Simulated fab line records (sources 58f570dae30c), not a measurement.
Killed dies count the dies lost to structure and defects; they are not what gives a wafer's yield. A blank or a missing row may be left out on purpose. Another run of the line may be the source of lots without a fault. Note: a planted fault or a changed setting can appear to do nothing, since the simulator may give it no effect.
8D (eight disciplines) problem report, filled in by code | flow berkeley cmos170 | the parts of the form that need people (team, actions taken, sign-off) are left out

== 1. WHAT WENT WRONG ==
Mean M3_AL_RS at UCB170_M3_RS_MEAS_02: 0.0260 ohm/sq over 2 wafers in 2 lots; fault-free wafers: 0.0322 ohm/sq, standard deviation 0.00031. That puts it -20 standard deviations away from the usual mean.
The step: measures by four-point-probe.
Seen first at day 11 15:35 on film metro-04, wafer L581.6. The record holds 42 wafers of 14 lots with a number at this step. The rule behind "out" and "out of limits": a value lying over 4 standard deviations away from the usual mean. Any other wafer with a number is counted as sound.

== 2. WHAT IT IS AND WHAT IT IS NOT ==
question                    | is                           | is not
which readings at this step | M3_AL_RS                     | -
which lots                  | L581, L584                   | L565, L567, L569, L570, L573, L574, L575, L576, L578, L579, L580, L587
which wafers of those lots  | L581.6, L584.3               | L581.2, L581.5, L584.2, L584.4
read on which gauges        | film metro-01, film metro-04 | film metro-02
when                        | from day 11 15:35            | up to then (32 sound wafers); but 8 sound wafers of L580, L584, L587 came after

== 3. SUSPECTS, AND WHAT RULES EACH OUT ==
Counting: any tool at a process step up to the reading remains a suspect provided it ran every lot that is out. Sound lots after the first of them don't rule it out here, since some wafers of a struck lot are sound.
- ruled out: the gauge at UCB170_M3_RS_MEAS_02. Those wafers that are out were read across 2 gauges (film metro-01, film metro-04).
- pvd sputter-04 at UCB170_M3_SPUTTER_01 (material Al, target thk 900 nm, time 120 s): kept. Every lot that is out went through it, the first being L581 (day 11 15:29); the last sound lot it ran before that was L579 (day 11 13:22).
The count leaves pvd sputter-04 at UCB170_M3_SPUTTER_01.

== 4. THE CAUSE (what the simulator had put in) ==
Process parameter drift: pvd sputter-04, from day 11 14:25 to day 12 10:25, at UCB170_M3_SPUTTER_01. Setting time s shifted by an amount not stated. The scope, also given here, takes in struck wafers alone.
This tool alone remained once counting was done.

== 5. THE EFFECT CHAIN, in route order ==
Each row: a reading where the mean over the struck wafers with a number is more than 3 standard deviations away from the usual. Readings are gone through only where the record gives a usual standard deviation; hours: the median, over the lots, of the time from a lot's start at the first step in this table giving one to that lot's start at this step; sigmas: the change measured in usual standard deviations.
hours | step                    | reading        | usual         | on struck wafers | change  | sigmas
0     | UCB170_M3_RS_MEAS_02    | M3_AL_RS       | 0.0322 ohm/sq | 0.0260           | -0.0062 | -20
0     | UCB170_M3_THK_MEAS_03   | M3_AL_THK      | 897 nm        | 1110             | +212    | +25
3     | UCB170_M3_METAL_ETCH_18 | oes product au | 0.853 a.u.    | 0.954            | +0.101  | +8.4
Process steps it contains:
- UCB170_M3_METAL_ETCH_18: etches Al in Cl2/BCl3, stops on SiO2, target depth 1170 nm, time 195 s.
At these later measuring or inspecting steps, every struck wafer for which the step has a row has a number for every such reading, and none has moved that far: UCB170_M3_CD_MEAS_15.

== 6. WHAT WOULD HAVE CAUGHT IT SOONER ==
In this record the first reading out of limits at a measuring or inspecting step was taken at day 11 15:35, 1 hour after the fault began at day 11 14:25.
No tool reading at UCB170_M3_SPUTTER_01 that has a usual standard deviation in the record was out on any struck wafer, so an alarm limit of 4 standard deviations on those readings would not have fired.
Lots out: 2; of these, L584 started UCB170_M3_SPUTTER_01 on pvd sputter-04 after day 11 15:35. A tool hold placed at that time would have kept it from harm.
